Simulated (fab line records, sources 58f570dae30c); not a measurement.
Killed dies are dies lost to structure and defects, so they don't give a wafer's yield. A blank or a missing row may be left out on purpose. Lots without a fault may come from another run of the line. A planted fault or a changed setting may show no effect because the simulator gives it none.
One fault seen from 2 desks | flow berkeley_cmos170 | each desk has only its own numbers; what lay behind them comes last

THE METROLOGY DESK
What the gauges read, lot by lot, whatever tool the lot ran on: means of the sampled wafers that have a number. A lot is out of limits, marked OUT, if its mean lies more than 4 standard deviations from the usual mean; the brackets give that distance.
Columns: A = cd_nm at UCB170_NLDD_CD_MEAS_06, usual 1199.6 nm; B = NLDD_OVL at UCB170_NLDD_OVL_MEAS_07, usual -1 nm; C = NLDD_TW at UCB170_NLDD_TW_MEAS_11, usual 2225; D = SPACER_TEOS_THK at UCB170_SPACER_THK_MEAS_01, usual 376 nm
lot  | first seen here | A      | B  | C    | D
L307 | day 7 11:25     | 1198.9 | -1 | 2244 | 378
L308 | day 8 00:15     | 1198.1 | -3 | 2173 | 381
L310 | day 8 09:51     | 1199.1 | -1 | 2250 | 377
L319 | day 10 13:14    | 1197.7 | 0  | 2246 | 372
L324 | day 11 11:50    | 1198.7 | -2 | 2258 | 379
This desk's finding: nothing out of limits on any of the 5 lots.

THE TOOL OWNER'S DESK: rie_diel-02
The tool's own readings at UCB170_SPACER_ETCHBACK_03 (etches SiO2 in CHF3/CF4/Ar, stops on Si, target depth 376 nm, time 100 s): means of the sampled wafers that have a number, for each lot that ran on this tool. A lot is out of limits, marked OUT, if its mean lies more than 4 standard deviations from the usual mean; the brackets give that distance.
Columns: A = cf4_flow_sccm at UCB170_SPACER_ETCHBACK_03, usual 10.01 sccm; B = drypump_motor_current_A at UCB170_SPACER_ETCHBACK_03, usual 5.8 A; C = oes_product_au at UCB170_SPACER_ETCHBACK_03, usual 0.905 a.u.; D = run_length_s at UCB170_SPACER_ETCHBACK_03, usual 128.2 s; E = throttle_valve_pct at UCB170_SPACER_ETCHBACK_03, usual 6.49 %
lot  | first seen here | A     | B   | C     | D               | E
L307 | day 7 16:43     | 10.04 | 5.3 | 0.919 | 128.8           | 6.52
L310 | day 8 13:44     | 10.00 | 5.4 | 0.871 | 138.0 (+19) OUT | 6.58
This desk's finding: out of limits on L310; first on L310, day 8 13:44 (run_length_s at UCB170_SPACER_ETCHBACK_03). In limits: L307.

PUT TOGETHER
The tool owner's desk could have raised an alarm at day 8 13:44, on L310.
The metrology desk saw nothing out of limits.
The metrology desk has L310 on record, within its limits.
Of the lots named, all ran UCB170_SPACER_ETCHBACK_03 on rie_diel-02.

WHAT THE SIMULATOR HAD PUT IN
Process parameter drift: rie_diel-02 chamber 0, from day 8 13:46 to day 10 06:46, at UCB170_SPACER_ETCHBACK_03. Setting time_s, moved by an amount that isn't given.
Lots struck among those shown: L310.
